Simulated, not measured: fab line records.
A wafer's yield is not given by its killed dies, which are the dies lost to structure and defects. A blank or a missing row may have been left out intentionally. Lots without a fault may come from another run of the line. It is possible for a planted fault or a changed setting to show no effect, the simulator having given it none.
Code-filled problem report in 8D (eight disciplines) form / flow berkeley_cmos170 / the parts of the form that need people (team, actions taken, sign-off) are left out

## 1. PROBLEM STATEMENT
cd_nm at UCB170_PLDD_CD_MEAS_06 reads a mean of 1211.6 nm on 5 wafers of 2 lots; wafers without a fault read 1200.1 nm with a standard deviation of 1.4. Measured from the usual mean, that is +8.2 standard deviations.
The step: target cd 1200 nm.
First observed at day 7 20:11: wafer L734.1, on cd_sem-01. The record has a number at this step for 41 wafers belonging to 14 lots. Rule for "out", or "out of limits": more than 4 standard deviations from the usual mean. The rest of the wafers with a number are treated as sound.

## 2. WHAT IT IS, AND WHAT IT ISN'T
question=which readings at this step | is=cd_nm | is not=-
question=which lots | is=L734, L736 | is not=L725, L726, L728, L731, L737, L739, L740, L741, L742, L744, L745, L747
question=which wafers of those lots | is=all that have a number | is not=-
question=read on which gauges | is=cd_sem-01 | is not=cd_sem-02
question=when | is=from day 7 20:11 | is not=up to then (12 sound wafers); but 24 sound wafers of L737, L739, L740, L741, L742, L744, L745, L747 came after

## 3. WHAT RULES OUT EACH SUSPECT
Counting: a tool at any process step up to the reading remains a suspect when it ran all the lots that are out and ran no sound lot after the first of those.
- the gauge at UCB170_PLDD_CD_MEAS_06: ruled out. All the wafers that are out were read on cd_sem-01, but those of them that UCB170_PLDD_SOFTBAKE_02 has rows for are out there too, on other tools.
- litho_track-02 at UCB170_PLDD_SOFTBAKE_02 (time 60 s): kept. All lots that are out passed through it, beginning with L734 at day 7 19:23, and no sound lot followed; its final sound lot before that point was L728 at day 6 18:03. On those wafers its own readings are out: heater_power_total_W, plate_temp_C.
The count leaves litho_track-02 at UCB170_PLDD_SOFTBAKE_02.

## 4. THE CAUSE (what the simulator had put in)
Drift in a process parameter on litho_track-02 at UCB170_PLDD_SOFTBAKE_02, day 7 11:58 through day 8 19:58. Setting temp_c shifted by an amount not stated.
After counting, this tool was the only one left.

## 5. THE EFFECT CHAIN, in route order
Each row: a reading where the mean over the struck wafers with a number is more than 3 standard deviations away from the usual. Only readings for which the record gives a usual standard deviation are gone through. hours: the time from each lot's start at the first step in this table that gives one to its start at this step, as a median over the lots. sigmas: the change in usual standard deviations.
hours=0; step=UCB170_PLDD_SOFTBAKE_02; reading=heater_power_total_W; usual=56.80 W; on struck wafers=59.49; change=+2.69; sigmas=+59
hours=0; step=UCB170_PLDD_SOFTBAKE_02; reading=plate_temp_C; usual=130.03 C; on struck wafers=134.73; change=+4.70; sigmas=+36
hours=1; step=UCB170_PLDD_CD_MEAS_06; reading=cd_nm; usual=1200.1 nm; on struck wafers=1211.6; change=+11.5; sigmas=+8.2
Here are the process steps it includes:
- UCB170_PLDD_SOFTBAKE_02: time 60 s.

## 6. WHAT WOULD HAVE CAUGHT IT SOONER
The first out-of-limits reading at a measuring or inspecting step in this record came at day 7 20:11, 8 hours after the fault's start at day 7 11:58.
The tool's own readings at UCB170_PLDD_SOFTBAKE_02 were out on every struck wafer that the step has a row for (heater_power_total_W, plate_temp_C): an alarm limit on them would have fired on the first of those.
L736, from the lots that are out (2), started UCB170_PLDD_SOFTBAKE_02 on litho_track-02 later than day 7 20:11. Had the tool been put on hold then, it would have been spared.
